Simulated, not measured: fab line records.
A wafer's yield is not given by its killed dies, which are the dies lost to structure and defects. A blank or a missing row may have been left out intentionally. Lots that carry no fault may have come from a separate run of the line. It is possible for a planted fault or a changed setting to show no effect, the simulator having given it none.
Split-lot study ; flow rit cmos ; on a route of 202 steps: 5 lots, 23 wafers read

## ABOUT THE SPLIT
At RIT_ACTIVE_EXPOSE_08 (exposes mask M1, target cd 1400 nm), the setting dose mj was moved away from the recipe's 225 on 6 of the 23 wafers read, by -2.6% to +5.1%. This setting was run at the recipe's value on the other wafers.

## FROM THE SPLIT TO THE READING: what the file shows between them, 6 steps
- RIT_ACTIVE_PEB_09
- RIT_ACTIVE_DEVELOP_10: develop time 52.26 s
- RIT_ACTIVE_CD_MEAS_11: target cd 1400 nm
- RIT_ACTIVE_HARDBAKE_12: time 60 s
- RIT_ACTIVE_ETCH_13: etches Si3N4 in SF6, stops on SiO2, time 210 s, target depth 210 nm
- RIT_ACTIVE_STRIP_14: strips in O2, time 180 s

## THE READING
At RIT_ACTIVE_CD_MEAS_90: cd nm in nanometres, against a target cd of 1400 nm. On this fab line, fault-free wafers typically give 1400.5 nm with a standard deviation of 1.9 nm.

wafer;tool, chamber at the split;dose mj as run;against the recipe;cd nm, nm;against lot-mates on the recipe
L074.2;iline stepper-02, 0;225;recipe;1403.7;-
L074.3;iline stepper-02, 0;225;recipe;1402.3;-
L074.4;iline stepper-02, 0;225;recipe;1404.3;-
L074.5;iline stepper-02, 0;225;recipe;1402.8;-
L074.6;iline stepper-02, 0;225;recipe;1402.9;-
L075.2;iline stepper-02, 0;219.2;-2.6%;1407.3;+8.4
L075.3;iline stepper-02, 0;225;recipe;1397.1;-
L075.4;iline stepper-02, 0;225;recipe;1400.8;-
L075.5;iline stepper-02, 0;219.2;-2.6%;1407.3;+8.4
L075.6;iline stepper-02, 0;219.2;-2.6%;1404.3;+5.4
L076.1;iline stepper-01, 0;225;recipe;1398.4;-
L076.3;iline stepper-01, 0;225;recipe;1392.9;-
L076.4;iline stepper-01, 0;236.5;+5.1%;1381.2;-14.5
L076.5;iline stepper-01, 0;236.5;+5.1%;1384.3;-11.4
L076.6;iline stepper-01, 0;236.5;+5.1%;1384.0;-11.7
L077.1;iline stepper-01, 0;225;recipe;1397.3;-
L077.2;iline stepper-01, 0;225;recipe;1400.7;-
L077.3;iline stepper-01, 0;225;recipe;1399.8;-
L077.4;iline stepper-01, 0;225;recipe;1400.9;-
L077.5;iline stepper-01, 0;225;recipe;1395.7;-
L082.3;iline stepper-02, 0;225;recipe;1402.9;-
L082.4;iline stepper-02, 0;225;recipe;1402.3;-
L082.5;iline stepper-02, 0;225;recipe;1402.6;-

FIT RESULTS
A straight line over all 23 wafers: cd nm changes by -3.12 nm for each +1% of dose mj; r = -0.91; the points scatter about the line by 3 nm.
The same after taking each lot's own level away (the mean of its wafers on the recipe; 23 wafers): -2.54 nm for each +1%; r = -0.96; scatter 1.7 nm.
Per that fit: largest dose mj move, reading shift of 13 nm.
The span of the lots' own levels, 1395.65 to 1403.20 nm, comes to 4.0 times the standard deviation stated above.
So the lot-to-lot level changes the slope: the two fits differ.
Check: with one of the wafers moved furthest among these (+5.1%) left out of the fit, the line predicts -12.2 nm for it against its lot-mates. It came out at -14.5 nm against them.

## ADDITIONAL SPLITS CARRIED BY THESE WAFERS
Before the reading, these wafers also passed through other splits. Each is held against what the fit with the lots' levels taken away leaves over:
other split on the same wafers;wafers away from the commonest value;r with cd nm (lot level and that fit taken away)
RIT_ACTIVE_COAT_06 resist thk nm;6;+0.77

## THE WHOLE CHAIN: every reading that the file lists as answering this split, in the file's order
step;what it does;reading;change (the file's fit);r (the file's)
RIT_ACTIVE_DEVELOP_10;develop time 52.26 s;ACTIVE.cd nm (the simulator's own value, which no gauge read);-2.58 nm for each +1% of the setting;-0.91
RIT_ACTIVE_CD_MEAS_11;target cd 1400 nm;cd nm;-2.61 nm for each +1% of the setting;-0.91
RIT_ACTIVE_CD_MEAS_90;target cd 1400 nm;cd nm;-2.52 nm for each +1% of the setting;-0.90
RIT_ACTIVE_ETCH_13;etches Si3N4 in SF6, stops on SiO2, time 210 s, target depth 210 nm;ACTIVE.cd nm (the simulator's own value, which no gauge read);-2.62 nm for each +1% of the setting, in a fit together with resist thk nm@ACTIVE_COAT_06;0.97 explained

## FILE'S OWN FIT
cd nm changes by -2.52 nm for each +1% of dose mj, r = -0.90.
